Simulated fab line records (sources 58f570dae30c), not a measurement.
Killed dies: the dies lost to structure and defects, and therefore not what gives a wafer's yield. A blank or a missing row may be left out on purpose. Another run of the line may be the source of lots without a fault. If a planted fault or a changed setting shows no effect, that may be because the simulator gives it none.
A lot that was struck, set against a sound lot || flow berkeleyCmos170 || 44 out of 331 route steps
Sound: these wafers, L303.1, L303.2, L303.4. Struck: wafers L295.1, L295.2, L295.4. Last of all comes the cause.
For every step that has rows: the tool of each side, followed by ch and its chambers, followed by its first start. Under that, the readings that differ: sound wafers || struck wafers || difference of the means || sigmas: that difference in standard deviations of wafers without a fault.
alike: a reading whose means differ by less than 2 such deviations, as well as words and numbers matching on both sides. not compared: withheld readings; readings where some wafer has no value; bounds like >300 that might hide an equal value; numbers whose values overlap and for which the record gives no deviation.
A row with sigmas, a row that says differs or no value, or rows on one side alone: a step with any of these is where the two part. Numbers that don't overlap but have no deviation are shown without sigmas and don't part them. A reading missing from all wafers of one side parts the sides only when that side holds two or more wafers.

first, 3 steps without rows for these wafers: UCB170_NLDD_EXPOSE_03 (exposes mask NSELECT, target cd 1200 nm); UCB170_NLDD_PEB_04; UCB170_NLDD_DEVELOP_05 (develop time 45 s).
UCB170_NLDD_CD_MEAS_06: target cd 1200 nm.
  sound on cdSem-02 at day 8 20:30; struck on cdSem-01 at day 7 09:42
  alike: cdNm
UCB170_NLDD_OVL_MEAS_07:
  sound on overlay-02 at day 8 20:37; struck on overlay-02 at day 7 09:49
  alike: NLDD_OVL
then, 3 steps without rows for these wafers: UCB170_NLDD_IMPLANT_08; UCB170_NLDD_IMPLANT_09; UCB170_NLDD_STRIP_10 (strips in O2).
UCB170_NLDD_TW_MEAS_11:
  sound on filmMetro-02 at day 8 21:04; struck on filmMetro-03 at day 7 10:16
  alike: NLDD_TW
then, 1 step without rows for these wafers: UCB170_NLDD_CLEAN_12 (cleans in SPM, time 600 s).
UCB170_SPACER_CVD_00: deposits SiO2 from TEOS/O2, target thk 376 nm, time 47 s.
  sound on pecvd-01 ch 0,2, day 8 21:18; struck on pecvd-02 ch 0,1,2, day 7 10:42
  alike: heaterPowerW, pressureMtorr, susceptorTempC
  not compared: sinceWetCleanH
UCB170_SPACER_THK_MEAS_01:
  sound on filmMetro-03 at day 8 21:21; struck on filmMetro-01 at day 7 10:45
  alike: SPACER_TEOS_THK
UCB170_SPACER_ANNEAL_02: time 1800 s.
  sound on furnace-02 ch 0, day 9 01:55; struck on furnace-04 ch 0, day 7 12:25
  alike: spikeTcSourceC, tubeCenterTempC
UCB170_SPACER_ETCHBACK_03: etches SiO2 in CHF3/CF4/Ar, stops on Si, target depth 376 nm, time 100 s.
  sound on rieDiel-02 ch 0,2,3, day 9 03:25; struck on rieDiel-04 ch 0,1,3, day 7 13:55
  alike: drypumpMotorCurrentA, oesProductAu, throttleValvePct
  not compared: rfHoursCounterH
then, 6 steps without rows for these wafers: UCB170_PSD_HMDS_00 (prime time 60 s); UCB170_PSD_COAT_01 (resist thk 900 nm); UCB170_PSD_SOFTBAKE_02 (time 60 s); UCB170_PSD_EXPOSE_03 (exposes mask PSELECT MOD, target cd 1200 nm); UCB170_PSD_PEB_04; UCB170_PSD_DEVELOP_05 (develop time 45 s).
UCB170_PSD_CD_MEAS_06: target cd 1200 nm.
  sound on cdSem-02 at day 9 04:23; struck on cdSem-01 at day 7 15:18
  alike: cdNm
UCB170_PSD_OVL_MEAS_07:
  sound on overlay-01 at day 9 04:31; struck on overlay-02 at day 7 15:25
  alike: PSD_OVL
next, for these wafers, 1 step has no rows: UCB170_PSD_IMPLANT_08.
UCB170_PSD_STRIP_09: strips in O2.
  sound on plasmaAsher-04 ch 0,1, day 9 04:42; struck on plasmaAsher-02 ch 0,1, day 7 15:40
  alike: drypumpMotorCurrentA, oesProductAu, stripTimeToEndpointS
  not compared: rfHoursCounterH
UCB170_PSD_TW_MEAS_10:
  sound on filmMetro-02 at day 9 04:48; struck on filmMetro-03 at day 7 15:46
  alike: PSD_TW
then, 7 steps without rows for these wafers: UCB170_PSD_CLEAN_11 (cleans in SPM, time 600 s); UCB170_NSD_HMDS_00 (prime time 60 s); UCB170_NSD_COAT_01 (resist thk 900 nm); UCB170_NSD_SOFTBAKE_02 (time 60 s); UCB170_NSD_EXPOSE_03 (exposes mask NSELECT MOD, target cd 1200 nm); UCB170_NSD_PEB_04; UCB170_NSD_DEVELOP_05 (develop time 45 s).
UCB170_NSD_CD_MEAS_06: target cd 1200 nm.
  sound on cdSem-02 at day 9 08:02; struck on cdSem-02 at day 7 17:05
  alike: cdNm
UCB170_NSD_OVL_MEAS_07:
  sound on overlay-01 at day 9 08:10; struck on overlay-02 at day 7 17:12
  alike: NSD_OVL
next, for these wafers, 1 step has no rows: UCB170_NSD_IMPLANT_08.
UCB170_NSD_STRIP_09: strips in O2.
  sound on plasmaAsher-01 ch 0,1, day 9 08:21; struck on plasmaAsher-01 ch 0,1, day 7 17:23
  alike: drypumpMotorCurrentA, oesProductAu, stripTimeToEndpointS
  not compared: rfHoursCounterH
UCB170_NSD_TW_MEAS_10:
  sound on filmMetro-03 at day 9 08:27; struck on filmMetro-04 at day 7 17:29
  alike: NSD_TW
then, 4 steps without rows for these wafers: UCB170_NSD_CLEAN_11 (cleans in SPM, time 600 s); UCB170_BACKSIDE_HMDS_00 (prime time 60 s); UCB170_BACKSIDE_COAT_01 (resist thk 900 nm); UCB170_BACKSIDE_SOFTBAKE_02 (time 60 s).
UCB170_BACKSIDE_STRIP_03: strips in O2.
  sound on plasmaAsher-04 ch 0,1, day 9 09:08; struck on plasmaAsher-04 ch 0,1, day 7 18:40
{"reading": "stripTimeToEndpointS (s)", "sound": "21.83 21.92 21.86", "struck": "22.03 22.00 22.06", "difference": "+0.16", "sigmas": "+2"}
  alike: drypumpMotorCurrentA, oesProductAu
  not compared: rfHoursCounterH
UCB170_SDANNEAL_RS_MEAS_04: measurement is done with a four-point probe.
  sound on filmMetro-03 at day 9 09:54; struck on filmMetro-04 at day 7 20:29
{"reading": "PLDD_RS (ohm/sq)", "sound": "1029.1 1028.3 1030.5", "struck": "1046.9 1044.6 1046.0", "difference": "+16.5", "sigmas": "+6"}
UCB170_M3_PROBE_99:
  rows exist in the record for the struck wafers here (prober-02, day 8 22:59), but not for the sound ones

WHERE THEY PART
First at UCB170_BACKSIDE_STRIP_03; last, within this record, at UCB170_M3_PROBE_99.

WHY: the cause the simulator had injected
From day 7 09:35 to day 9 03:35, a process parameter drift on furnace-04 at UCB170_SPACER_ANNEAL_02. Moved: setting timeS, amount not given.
